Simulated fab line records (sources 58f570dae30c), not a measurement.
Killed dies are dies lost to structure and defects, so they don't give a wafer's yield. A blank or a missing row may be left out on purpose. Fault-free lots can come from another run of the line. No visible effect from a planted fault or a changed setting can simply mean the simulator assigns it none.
Split-lot experiment ; flow berkeley-cmos170 ; route with 331 steps; 5 lots, 23 wafers read

== ON THE SPLIT ==
At UCB170_ACTIVE_PEB_11, the setting peb-temp-c was moved away from the recipe's 130 C on 11 of the 23 wafers read, by -2.8% to +2.8%. This setting was run at the recipe's value on the other wafers.

== FROM THE SPLIT TO THE READING: what the file shows between them, 4 steps ==
- UCB170_ACTIVE_DEVELOP_12: develop time 45 s
- UCB170_ACTIVE_CD_MEAS_13: target cd 1200 nm
- UCB170_ACTIVE_ETCH_15: etches Si3N4 in CH3F/Ar/O2, stops on SiO2, target depth 242 nm, time 151 s
- UCB170_ACTIVE_STRIP_16: strips in O2

== THE READING ==
cd-nm at UCB170_ACTIVE_CD_MEAS_90, given in nm (cd target 1200 nm). A value of 1200.3 nm with a standard deviation of 1.5 nm is what fault-free wafers of this fab line usually give.

wafer;tool, chamber at the split;peb-temp-c as run, C;against the recipe;cd-nm, nm;against lot-mates on the recipe
L074.1;litho-track-01, 0;131.6;+1.2%;1193.2;-9.8
L074.2;litho-track-01, 0;130;recipe;1203.6;-
L074.3;litho-track-01, 0;130;recipe;1202.5;-
L074.4;litho-track-01, 0;131.6;+1.2%;1193.5;-9.5
L074.6;litho-track-01, 0;131.6;+1.2%;1192.0;-11.0
L077.1;litho-track-03, 0;130;recipe;1199.9;-
L077.2;litho-track-03, 0;132.8;+2.2%;1183.8;-16.5
L077.3;litho-track-03, 0;132.8;+2.2%;1182.9;-17.4
L077.5;litho-track-03, 0;132.8;+2.2%;1182.8;-17.5
L077.6;litho-track-03, 0;130;recipe;1200.8;-
L076.2;litho-track-02, 0;126.4;-2.8%;1227.5;+28.2
L076.3;litho-track-02, 0;130;recipe;1198.3;-
L076.4;litho-track-02, 0;126.4;-2.8%;1227.5;+28.2
L076.5;litho-track-02, 0;130;recipe;1200.1;-
L076.6;litho-track-02, 0;130;recipe;1199.5;-
L079.1;litho-track-03, 0;130;recipe;1199.2;-
L079.3;litho-track-03, 0;130;recipe;1199.6;-
L079.6;litho-track-03, 0;130;recipe;1200.4;-
L080.1;litho-track-01, 0;133.7;+2.8%;1179.3;-22.7
L080.2;litho-track-01, 0;133.7;+2.8%;1179.9;-22.0
L080.3;litho-track-01, 0;130;recipe;1202.2;-
L080.4;litho-track-01, 0;130;recipe;1201.7;-
L080.5;litho-track-01, 0;133.7;+2.8%;1179.8;-22.2

FIT RESULTS
A straight line over all 23 wafers: cd-nm changes by -8.32 nm for each +1% of peb-temp-c; r = -0.99; the points scatter about the line by 1.9 nm.
The same after taking each lot's own level away (the mean of its wafers on the recipe; 23 wafers): -8.74 nm for each +1%; r = -0.99; scatter 1.5 nm.
On that fit, the largest move of peb-temp-c shifts the reading by 25 nm.
Across the lots, their own levels run from 1199.30 to 1203.05 nm, a range of 2.5 times the standard deviation given above.
Hence the lot-to-lot level has little effect on the slope; both slopes agree.
Check: for one of the wafers moved furthest among these (+2.8%), held out of the fit, the line's prediction against its lot-mates is -24.1 nm. It came out at -22.7 nm against them.

== THE OTHER SPLITS THESE WAFERS WENT THROUGH ==
Note: prior to the reading, these wafers also went through further splits. Each is held against what the fit with the lots' levels taken away leaves over:
other split on the same wafers;wafers away from the commonest value;r with cd-nm (lot level and that fit taken away)
UCB170_ZERO_COAT_01 spin-rpm;6;-0.20
UCB170_ZERO_DEVELOP_05 dev-temp-c;6;-0.05
UCB170_NWELL_COAT_07 resist-thk-nm;4;-0.02
UCB170_NWELL_IMPLANT_14 dose-cm2;9;-0.08

== THE WHOLE CHAIN: every reading that the file lists as answering this split, in the file's order ==
step;what it does;reading;change (the file's fit);r (the file's)
UCB170_ACTIVE_CD_MEAS_13;target cd 1200 nm;cd-nm;-8.77 nm for each +1% of the setting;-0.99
UCB170_ACTIVE_ETCH_15;etches Si3N4 in CH3F/Ar/O2, stops on SiO2, target depth 242 nm, time 151 s;ACTIVE.cd-nm (the simulator's own value, which no gauge read);-8.79 nm for each +1% of the setting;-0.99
UCB170_ACTIVE_CD_MEAS_90;target cd 1200 nm;cd-nm;-8.72 nm for each +1% of the setting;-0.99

== THE FILE'S OWN FIT ==
cd-nm changes by -8.72 nm for each +1% of peb-temp-c, r = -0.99.
